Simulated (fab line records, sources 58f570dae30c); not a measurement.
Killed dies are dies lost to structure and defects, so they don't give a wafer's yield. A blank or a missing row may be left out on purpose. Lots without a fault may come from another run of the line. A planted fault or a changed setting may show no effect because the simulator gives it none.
Problem report in the 8D (eight disciplines) form, filled by code | flow berkeley_cmos170 | the parts of the form that need people (team, actions taken, sign-off) are left out

1. THE PROBLEM
run_length_s at UCB170_M1_METAL_ETCH_12 reads a mean of 170.9 s on 6 wafers of 2 lots; wafers without a fault read 158.5 s with a standard deviation of 0.6. That is +21 standard deviations from the usual mean.
The step: etches Al in Cl2/BCl3, stops on PSG, target depth 780 nm, time 130 s.
First seen on wafer L725.2, day 12 00:56, on rie_metal-03. The record holds 18 wafers of 6 lots with a number at this step. Rule for "out", or "out of limits": more than 4 standard deviations from the usual mean. The other wafers with a number count as sound.

2. WHAT IT IS AND WHAT IT IS NOT
question                    | is                     | is not
which readings at this step | run_length_s           | drypump_motor_current_A, throttle_valve_pct
which lots                  | L725, L726             | L714, L718, L721, L724
which wafers of those lots  | all that have a number | -
read on which tools         | rie_metal-03           | rie_metal-01
when                        | from day 12 00:56      | up to then (9 sound wafers); but 3 sound wafers of L724 came after

3. SUSPECTS, AND WHAT RULES EACH OUT
Counting: a tool at a process step up to the reading stays a suspect if it ran every lot that is out and no sound lot after the first of them.
- rie_metal-03 at UCB170_M1_METAL_ETCH_12 (etches Al in Cl2/BCl3, stops on PSG, target depth 780 nm, time 130 s): kept. It ran every lot that is out, first L725 (day 12 00:56), and no sound lot after that; its last sound lot up to then is L714 (day 10 04:16). Its own readings are out on those wafers: run_length_s.
Left after counting: rie_metal-03 at UCB170_M1_METAL_ETCH_12.

4. THE CAUSE (what the simulator had put in)
Process parameter drift: rie_metal-03, from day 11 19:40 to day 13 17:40, at UCB170_M1_METAL_ETCH_12. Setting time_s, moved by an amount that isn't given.
Counting left only this tool.

5. THE CHAIN OF EFFECTS, in route order
Each row: a reading whose mean over the struck wafers that have a number lies more than 3 standard deviations from the usual. Only readings for which the record gives a usual standard deviation are gone through. hours: the time from each lot's start at the first step in this table that gives one to its start at this step, as a median over the lots. sigmas: the change in usual standard deviations.
hours | step                    | reading        | usual      | on struck wafers | change | sigmas
0     | UCB170_M1_METAL_ETCH_12 | oes_product_au | 0.852 a.u. | 0.808            | -0.044 | -3.4
0     | UCB170_M1_METAL_ETCH_12 | run_length_s   | 158.5 s    | 170.9            | +12.4  | +21
The process steps in it:
- UCB170_M1_METAL_ETCH_12: etches Al in Cl2/BCl3, stops on PSG, target depth 780 nm, time 130 s.

6. WHAT WOULD HAVE CAUGHT IT SOONER
In this record the first reading out of limits was taken at day 12 00:56, 5 hours after the fault began at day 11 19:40.
